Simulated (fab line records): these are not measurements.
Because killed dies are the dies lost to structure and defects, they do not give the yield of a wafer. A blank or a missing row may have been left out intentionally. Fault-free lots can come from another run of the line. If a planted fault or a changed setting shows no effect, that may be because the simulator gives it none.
fab line records :: flow rit-cmos
record:
  lots: 14
  wafers: 42
  last-day: 7
route steps=202 shown CONTACT@182
lots that met no fault: from a run of the same line without faults
start-h: hours from the record's first day to the start of the lot's first wafer shown :: wait-h: hours from the lot's prior step to this one :: " identical to the entry in the row above :: L1.1+2: a single row standing in for several wafers :: - value missing, or start not given :: * or withheld: withheld :: < > ~ a bound
route shown NAME@n: NAME is a module with steps in the file, n the number in the route of the first one :: usual: average and standard deviation across the fault-free wafers :: same: alike in all rows :: chamber/n: place in a boat :: sites: the reading at each site :: _std_site: standard deviation of those values :: _edge_site: outer sites' mean less inner sites' :: radius-mm: how far each site lies from the wafer's centre :: mask NAME#n: copy n :: behind: the last tool/chamber to shape the wafer :: hold: what put the lot on hold/how long, in hours/how the hold closed :: device: transistor that didn't switch, given as n, p or np :: end of line: the same wafers' tests at the end of the route :: a step without rows: its recipe alone :: killed: not the wafer's yield, but the dies lost to structure and defects at the first sort :: map: a wafer's dies, x killed, . not, _ none there
set.NAME: the run value of the setting; set.NAME@STEP: its run value at that earlier step :: model.NAME: the simulator's own value behind a step, which no gauge read
a sample of lots followed through the steps of the route, with each step as a table and each wafer as a row
== steps ==
step: RIT_CONTACT_CLEAN_13
recipe:
  chemistry: SC1
  mix: 3:3:50
  time-s: 600
  temp-c: 75
usual:
  bath-guard-temp-C: 75.2/0.63
  bath-heat-duty-pct: 15.4/1.5
lot.wafer: L518.4
tool: wet-bench-03
chamber: 3
start-h: 56.57
wait-h: 0.0
bath-guard-temp-C: 75.0
bath-heat-duty-pct: 15.6

lot.wafer: L518.5
tool: wet-bench-03
chamber: 3
start-h: 56.57
wait-h: 0.0
bath-guard-temp-C: 74.8
bath-heat-duty-pct: 14.9

lot.wafer: L518.6
tool: wet-bench-03
chamber: 3
start-h: 56.57
wait-h: 0.0
bath-guard-temp-C: 75.0
bath-heat-duty-pct: 15.4

lot.wafer: L520.2
tool: wet-bench-01
chamber: 0
start-h: 69.77
wait-h: 0.1
bath-guard-temp-C: 75.8
bath-heat-duty-pct: 13.9

lot.wafer: L520.3
tool: wet-bench-01
chamber: 0
start-h: 69.77
wait-h: 0.1
bath-guard-temp-C: 75.6
bath-heat-duty-pct: 15.9

lot.wafer: L520.5
tool: wet-bench-01
chamber: 0
start-h: 69.77
wait-h: 0.1
bath-guard-temp-C: 75.5
bath-heat-duty-pct: 15.3

lot.wafer: L522.2
tool: wet-bench-04
chamber: 1
start-h: 76.63
wait-h: 0.1
bath-guard-temp-C: 74.8
bath-heat-duty-pct: 17.5

lot.wafer: L522.3
tool: wet-bench-04
chamber: 1
start-h: 76.63
wait-h: 0.1
bath-guard-temp-C: 75.1
bath-heat-duty-pct: 15.7

lot.wafer: L522.4
tool: wet-bench-04
chamber: 1
start-h: 76.63
wait-h: 0.1
bath-guard-temp-C: 74.9
bath-heat-duty-pct: 13.7

lot.wafer: L525.4
tool: wet-bench-04
chamber: 1
start-h: 93.93
wait-h: 0.0
bath-guard-temp-C: 74.8
bath-heat-duty-pct: 16.2

lot.wafer: L525.5
tool: wet-bench-04
chamber: 1
start-h: 93.93
wait-h: 0.0
bath-guard-temp-C: 75.3
bath-heat-duty-pct: 16.7

lot.wafer: L525.6
tool: wet-bench-04
chamber: 1
start-h: 93.93
wait-h: 0.0
bath-guard-temp-C: 75.0
bath-heat-duty-pct: 14.6

lot.wafer: L526.1
tool: wet-bench-01
chamber: 3
start-h: 97.62
wait-h: 0.1
bath-guard-temp-C: -
bath-heat-duty-pct: -

lot.wafer: L526.3
tool: wet-bench-01
chamber: 3
start-h: 97.62
wait-h: 0.1
bath-guard-temp-C: -
bath-heat-duty-pct: -

lot.wafer: L526.6
tool: wet-bench-01
chamber: 3
start-h: 97.62
wait-h: 0.1
bath-guard-temp-C: -
bath-heat-duty-pct: -

lot.wafer: L527.1
tool: wet-bench-04
chamber: 3
start-h: 102.86
wait-h: 0.1
bath-guard-temp-C: -
bath-heat-duty-pct: -

lot.wafer: L527.2
tool: wet-bench-04
chamber: 3
start-h: 102.86
wait-h: 0.1
bath-guard-temp-C: -
bath-heat-duty-pct: -

lot.wafer: L527.3
tool: wet-bench-04
chamber: 3
start-h: 102.86
wait-h: 0.1
bath-guard-temp-C: -
bath-heat-duty-pct: -

lot.wafer: L530.3
tool: wet-bench-01
chamber: 3
start-h: 119.65
wait-h: 0.1
bath-guard-temp-C: 75.7
bath-heat-duty-pct: 13.2

lot.wafer: L530.5
tool: wet-bench-01
chamber: 3
start-h: 119.65
wait-h: 0.1
bath-guard-temp-C: 75.4
bath-heat-duty-pct: 13.5

lot.wafer: L530.6
tool: wet-bench-01
chamber: 3
start-h: 119.65
wait-h: 0.1
bath-guard-temp-C: 75.3
bath-heat-duty-pct: 13.2

lot.wafer: L533.2
tool: wet-bench-04
chamber: 2
start-h: 133.01
wait-h: 0.1
bath-guard-temp-C: 75.4
bath-heat-duty-pct: 16.7

lot.wafer: L533.5
tool: wet-bench-04
chamber: 2
start-h: 133.01
wait-h: 0.1
bath-guard-temp-C: 75.1
bath-heat-duty-pct: 16.5

lot.wafer: L533.6
tool: wet-bench-04
chamber: 2
start-h: 133.01
wait-h: 0.1
bath-guard-temp-C: 75.0
bath-heat-duty-pct: 14.7

lot.wafer: L534.1
tool: wet-bench-04
chamber: 1
start-h: 138.53
wait-h: 0.1
bath-guard-temp-C: 75.1
bath-heat-duty-pct: 14.7

lot.wafer: L534.3
tool: wet-bench-04
chamber: 1
start-h: 138.53
wait-h: 0.1
bath-guard-temp-C: 74.7
bath-heat-duty-pct: 16.5

lot.wafer: L534.6
tool: wet-bench-04
chamber: 1
start-h: 138.53
wait-h: 0.1
bath-guard-temp-C: 75.1
bath-heat-duty-pct: 17.0

lot.wafer: L535.3
tool: wet-bench-01
chamber: 1
start-h: 143.80
wait-h: 0.1
bath-guard-temp-C: 75.0
bath-heat-duty-pct: 18.0

lot.wafer: L535.4
tool: wet-bench-01
chamber: 1
start-h: 143.80
wait-h: 0.1
bath-guard-temp-C: 75.0
bath-heat-duty-pct: 17.0

lot.wafer: L535.6
tool: wet-bench-01
chamber: 1
start-h: 143.80
wait-h: 0.1
bath-guard-temp-C: 75.2
bath-heat-duty-pct: 17.6

lot.wafer: L536.3
tool: wet-bench-03
chamber: 2
start-h: 149.16
wait-h: 0.1
bath-guard-temp-C: 74.4
bath-heat-duty-pct: 16.8

lot.wafer: L536.5
tool: wet-bench-03
chamber: 2
start-h: 149.16
wait-h: 0.1
bath-guard-temp-C: 74.5
bath-heat-duty-pct: 15.2

lot.wafer: L536.6
tool: wet-bench-03
chamber: 2
start-h: 149.16
wait-h: 0.1
bath-guard-temp-C: 74.4
bath-heat-duty-pct: 14.9

lot.wafer: L537.1
tool: wet-bench-04
chamber: 0
start-h: 153.22
wait-h: 0.1
bath-guard-temp-C: 76.3
bath-heat-duty-pct: 12.8

lot.wafer: L537.3
tool: wet-bench-04
chamber: 0
start-h: 153.22
wait-h: 0.1
bath-guard-temp-C: 76.3
bath-heat-duty-pct: 14.7

lot.wafer: L537.4
tool: wet-bench-04
chamber: 0
start-h: 153.22
wait-h: 0.1
bath-guard-temp-C: 76.0
bath-heat-duty-pct: 15.2

lot.wafer: L538.3
tool: wet-bench-04
chamber: 0
start-h: 157.27
wait-h: 0.1
bath-guard-temp-C: 75.8
bath-heat-duty-pct: 16.7

lot.wafer: L538.4
tool: wet-bench-04
chamber: 0
start-h: 157.27
wait-h: 0.1
bath-guard-temp-C: 75.9
bath-heat-duty-pct: 15.4

lot.wafer: L538.5
tool: wet-bench-04
chamber: 0
start-h: 157.27
wait-h: 0.1
bath-guard-temp-C: 76.5
bath-heat-duty-pct: 13.3

lot.wafer: L539.3
tool: wet-bench-03
chamber: 2
start-h: 162.79
wait-h: 0.1
bath-guard-temp-C: 74.0
bath-heat-duty-pct: 15.0

lot.wafer: L539.4
tool: wet-bench-03
chamber: 2
start-h: 162.79
wait-h: 0.1
bath-guard-temp-C: 74.5
bath-heat-duty-pct: 15.4

lot.wafer: L539.6
tool: wet-bench-03
chamber: 2
start-h: 162.79
wait-h: 0.1
bath-guard-temp-C: 74.3
bath-heat-duty-pct: 15.0
== key ==
first-sign:
  step: RIT_CONTACT_CLEAN_13
  reading: tool-record
  direction: missing
effect none on later readings
met-at RIT_CONTACT_CLEAN_13
struck-lots L526,L527
tester-left-out L526,L527
onset-between 93.93 97.62
fault:
  kind: skipped-step-whole
  tool: wet-bench-01,wet-bench-04
  chamber: -
  onset-h: 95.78
  steps: RIT_CONTACT_CLEAN_13
  scope: struck-lots-only
tester-left-out: of these lots the tester's yield and bins aren't shown, on N5 and GAA mostly nor the transistor test; their killed dies are dies lost to structure and defects alone, not to doping, threshold or leakage, so they don't give the yield
